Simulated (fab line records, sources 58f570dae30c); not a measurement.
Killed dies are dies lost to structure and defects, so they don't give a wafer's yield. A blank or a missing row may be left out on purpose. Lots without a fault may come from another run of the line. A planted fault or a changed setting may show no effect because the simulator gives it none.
Problem report in the 8D (eight disciplines) form, filled by code | flow berkeley_cmos170 | the parts of the form that need people (team, actions taken, sign-off) are left out

1. THE PROBLEM
V2_TEOS_THK at UCB170_V2_THK_MEAS_01 reads a mean of 1727 nm on 1 wafer of 1 lot; wafers without a fault read 2007 nm with a standard deviation of 25. That is -11 standard deviations from the usual mean.
First seen on wafer L884.6, day 9 07:16, on film_metro-04. The record holds 37 wafers of 13 lots with a number at this step. Rule for "out", or "out of limits": more than 4 standard deviations from the usual mean. The other wafers with a number count as sound.

2. WHAT IT IS AND WHAT IT IS NOT
question                    | is                     | is not
which readings at this step | V2_TEOS_THK            | -
which lots                  | L884                   | L877, L879, L880, L881, L887, L889, L890, L893, L894, L895, L897, L899
which wafers of those lots  | all that have a number | -
read on which gauges        | film_metro-04          | film_metro-01, film_metro-03
when                        | from day 9 07:16       | up to then (12 sound wafers); but 24 sound wafers of L887, L889, L890, L893, L894, L895, L897, L899 came after

3. SUSPECTS, AND WHAT RULES EACH OUT
Counting: a tool at a process step up to the reading stays a suspect if it ran every lot that is out and no sound lot after the first of them.
- the gauge at UCB170_V2_THK_MEAS_01: kept. All the wafers that are out were read on film_metro-04, and no step on other tools shows them out.
- pvd_sputter-03 at UCB170_M1_SPUTTER_00 (material Al, target thk 600 nm, time 80 s): kept. It ran the lot that is out, L884 (day 8 17:51), and no sound lot after that; its last sound lot up to then is L881 (day 7 23:31).
- pvd_sputter-01 at UCB170_M2_SPUTTER_01 (material Al, target thk 900 nm, time 120 s): ruled out as a lasting fault. Sound lots L889, L893, L894, L895 ran on it after its first lot that is out, L884 (day 9 04:14).
- pecvd-03 at UCB170_V2_CVD_00 (deposits SiO2 from TEOS/O2, target thk 2000 nm, time 250 s): kept. It ran the lot that is out, L884 (day 9 07:08), and no sound lot after that; its last sound lot up to then is L881 (day 8 10:54).
Left after counting: pvd_sputter-03 at UCB170_M1_SPUTTER_00, pecvd-03 at UCB170_V2_CVD_00, film_metro-04 at UCB170_V2_THK_MEAS_01.

4. THE CAUSE (what the simulator had put in)
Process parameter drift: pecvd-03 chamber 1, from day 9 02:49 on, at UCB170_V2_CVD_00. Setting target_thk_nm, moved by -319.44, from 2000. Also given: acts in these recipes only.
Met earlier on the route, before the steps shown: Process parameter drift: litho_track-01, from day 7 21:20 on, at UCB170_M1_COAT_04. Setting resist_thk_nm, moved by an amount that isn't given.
Counting left 3 suspects, and this tool is among them.

5. THE CHAIN OF EFFECTS, in route order
Each row: a reading whose mean over the struck wafers that have a number lies more than 3 standard deviations from the usual. Only readings for which the record gives a usual standard deviation are gone through. hours: the time from each lot's start at the first step in this table that gives one to its start at this step, as a median over the lots. sigmas: the change in usual standard deviations.
hours | step                  | reading     | usual   | on struck wafers | change | sigmas
0     | UCB170_V2_THK_MEAS_01 | V2_TEOS_THK | 2007 nm | 1727             | -280   | -11

6. WHAT WOULD HAVE CAUGHT IT SOONER
In this record the first reading out of limits at a measuring or inspecting step was taken at day 9 07:16, 4 hours after the fault began at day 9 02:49.
Of the tool readings at UCB170_V2_CVD_00 for which the record gives a usual standard deviation, none was out on any struck wafer, so an alarm limit of 4 standard deviations on them would not have fired.
All the lots that are out (1) had begun UCB170_V2_CVD_00 on pecvd-03 by day 9 07:16. A hold on the tool at that time would have spared none of them.
